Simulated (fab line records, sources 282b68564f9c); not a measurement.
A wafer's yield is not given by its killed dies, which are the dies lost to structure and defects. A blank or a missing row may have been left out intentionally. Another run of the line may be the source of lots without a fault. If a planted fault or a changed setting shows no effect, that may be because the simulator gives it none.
What tool caused it?	flow rit cmos	14 lots with 42 wafers sampled at 2 steps, on a route of 202 steps

## WHAT THE GAUGES SHOWED, per wafer
RIT_SPACER_THK_MEAS_04. Usual: SPACER_NITRIDE_THK 244.1 nm, standard deviation 2.1.
lot	measured	on	SPACER_NITRIDE_THK (nm)	flag
L766	day 3 08:50	film metro-02	244.4 246.5 246.4	
L767	day 3 10:31	film metro-02	244.0 244.5 243.0	
L768	day 3 14:40	film metro-01	241.3 243.2 243.9	
L769	day 3 22:43	film metro-03	243.2 245.0 249.3	
L770	day 4 02:23	film metro-03	244.5 242.2 242.6	
L773	day 4 17:40	film metro-01	241.3 243.6 241.2	
L774	day 4 19:01	film metro-03	246.7 248.5 247.3	
L775	day 5 06:05	film metro-03	244.6 243.2 243.1	
L777	day 5 09:19	film metro-03	247.2 248.2 246.0	
L778	day 5 20:47	film metro-01	247.5 248.0 248.9	
L781	day 6 12:35	film metro-03	242.3 241.1 242.1	
L783	day 6 20:23	film metro-02	404.2 404.2 403.8 404.0 404.3 404.0	OFF
L785	day 7 02:52	film metro-02	243.4 244.8 243.9	
L786	day 7 07:52	film metro-03	404.4 403.3 403.1 404.6 403.4 403.5	OFF

## TOOL THAT RAN EACH LOT (tool first, then ch and the chambers of the sampled wafers, then the start)
lot	RIT_SPACER_CVD_03
L766	lpcvd-02 ch 1, day 3 06:55
L767	lpcvd-01 ch 1, day 3 07:38
L768	lpcvd-01 ch 0, day 3 12:44
L769	lpcvd-01 ch 0, day 3 20:47
L770	lpcvd-02 ch 1, day 4 00:28
L773	lpcvd-01 ch 0, day 4 15:44
L774	lpcvd-02 ch 1, day 4 17:06
L775	lpcvd-02 ch 1, day 5 04:08
L777	lpcvd-01 ch 1, day 5 06:27
L778	lpcvd-01 ch 1, day 5 18:53
L781	lpcvd-01 ch 0, day 6 10:40
L783	lpcvd-02 ch 1, day 6 18:27
L785	lpcvd-01 ch 1, day 7 00:56
L786	lpcvd-02 ch 0, day 7 05:56
- RIT_SPACER_CVD_03: deposits Si3N4 from SiH2Cl2/NH3, target thk 250 nm, time 3232 s.

## AS READ BY THE TOOLS THEMSELVES (means over the sampled wafers that have a number; for cases with no such wafer, the mark the record gives instead)
RIT_SPACER_CVD_03. Usual: pressure mtorr 299.7 mTorr, standard deviation 0.61; spike tc load C 832.1 C, standard deviation 2.5; spike tc source C 832.9 C, standard deviation 1.7.
lot	tool	pressure mtorr (mTorr)	spike tc load C (C)	spike tc source C (C)	flag
L766	lpcvd-02	299.1	835.1	830.1	
L767	lpcvd-01	300.2	829.6	833.1	
L768	lpcvd-01	299.4	831.5	834.1	
L769	lpcvd-01	299.2	832.2	833.9	
L770	lpcvd-02	300.0	836.1	830.7	
L773	lpcvd-01	299.7	831.3	833.1	
L774	lpcvd-02	299.9	834.6	830.7	
L775	lpcvd-02	300.1	835.0	831.2	
L777	lpcvd-01	299.2	828.5	833.1	
L778	lpcvd-01	300.0	829.3	831.5	
L781	lpcvd-01	299.9	830.9	834.5	
L783	lpcvd-02	299.8	836.1	832.1	
L785	lpcvd-01	299.1	829.0	832.9	
L786	lpcvd-02	299.2	833.0	833.6	

## THE ANSWER, worked out from the rows above alone
Rule: a lot counts as off when the mean over its wafers that have a number is more than 3 standard deviations away from the usual mean. A lot without any number at a reading at which 4 lots or more have one is off too. Any other lot the step has rows for is counted as sound. Order of review: gauges by route order, followed by the tools' own readings, for which a lot's mean as printed above is used. At the first step where some lot is off, the reading lying furthest off is the one used; lots without a number count as furthest.
Off: L783, L786, seen at RIT_SPACER_THK_MEAS_04 (SPACER_NITRIDE_THK).
A tool fits if, at a process step before that reading, it ran every lot that is off, and no sound lot after the first of them. Gauges at RIT_SPACER_THK_MEAS_04: tried the same way as those tools. One fits: lpcvd-02 at RIT_SPACER_CVD_03. A fault onset in the window from L775 (day 5 04:08, its last sound lot) to L783 (day 6 18:27, its first lot off) fits.

## WHAT THE SIMULATOR PUT IN
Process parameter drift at RIT_SPACER_CVD_03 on lpcvd-02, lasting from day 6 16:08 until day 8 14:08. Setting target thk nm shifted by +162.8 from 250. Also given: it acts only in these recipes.
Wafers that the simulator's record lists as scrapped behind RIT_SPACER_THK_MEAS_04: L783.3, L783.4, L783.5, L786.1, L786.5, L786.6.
Lots struck among those shown: L783, L786. This agrees with what the rule above found.
